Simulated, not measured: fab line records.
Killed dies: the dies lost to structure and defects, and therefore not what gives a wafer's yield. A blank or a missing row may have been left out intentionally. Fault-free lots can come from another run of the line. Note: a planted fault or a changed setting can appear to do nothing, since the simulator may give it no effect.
Problem report in the 8D (eight disciplines) form, filled by code	flow ritCmos	the parts of the form that need people (team, actions taken, sign-off) are left out

1. THE PROBLEM
spinSpeedRpm at RIT_PRETRO_COAT_01 reads a mean of 1829.1 rpm on 6 wafers of 2 lots; wafers without a fault read 1999.9 rpm with a standard deviation of 1.2. That is -99 or more standard deviations from the usual mean.
The step: resist thk 1300 nm.
The first sign was on wafer L281.1 at day 4 16:13, on lithoTrack-01. At this step, 42 wafers from 14 lots have a number in the record. Rule for "out", or "out of limits": more than 4 standard deviations from the usual mean. The rest of the wafers with a number are treated as sound.

2. WHAT THIS IS AND IS NOT
question	is	is not
which readings at this step	spinSpeedRpm	-
which lots	L281, L282	L271, L272, L273, L274, L276, L283, L285, L286, L287, L289, L291, L293
which wafers of those lots	all that have a number	-
read on which tools	lithoTrack-01	lithoTrack-02, lithoTrack-04
when	from day 4 16:13	up to then (15 sound wafers); but 21 sound wafers of L283, L285, L286, L287, L289, L291, L293 came after

3. SUSPECTS, AND WHAT RULES EACH OUT
Counting: a tool stays on the suspect list if, at a process step up to the reading, it processed all lots that are out and no sound lot following the first of them.
- lithoTrack-01 at RIT_PRETRO_COAT_01 (resist thk 1300 nm): kept. It ran every lot that is out, first L281 (day 4 16:13), and no sound lot after that. Its own spinSpeedRpm readings are out on those wafers.
Remaining after the count: lithoTrack-01 at RIT_PRETRO_COAT_01.

4. THE CAUSE (what the simulator had put in)
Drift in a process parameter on lithoTrack-01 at RIT_PRETRO_COAT_01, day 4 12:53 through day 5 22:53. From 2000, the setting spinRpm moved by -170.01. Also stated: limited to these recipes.
Only this tool survived the counting.

5. THE EFFECT CHAIN, in route order
Rows list readings where the struck wafers' mean (over those with a number) sits beyond 3 standard deviations from the usual. Only readings for which the record gives a usual standard deviation are gone through. hours: the time from each lot's start at the first step in this table that gives one to its start at this step, as a median over the lots. sigmas: the change in usual standard deviations.
hours	step	reading	usual	on struck wafers	change	sigmas
0	RIT_PRETRO_COAT_01	spinSpeedRpm	1999.9 rpm	1829.1	-170.8	-99 or more
The process steps in it:
- RIT_PRETRO_COAT_01: resist thk 1300 nm.
At these later measuring or inspecting steps, every struck wafer for which the step has a row has a number for every such reading, and none has moved that far: RIT_PRETRO_TW_MEAS_10, RIT_M1_THK_MEAS_02.

6. HOW IT WOULD HAVE BEEN CAUGHT EARLIER
The fault began at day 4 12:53; the first out-of-limits reading in this record came at day 4 16:13, 3 hours later.
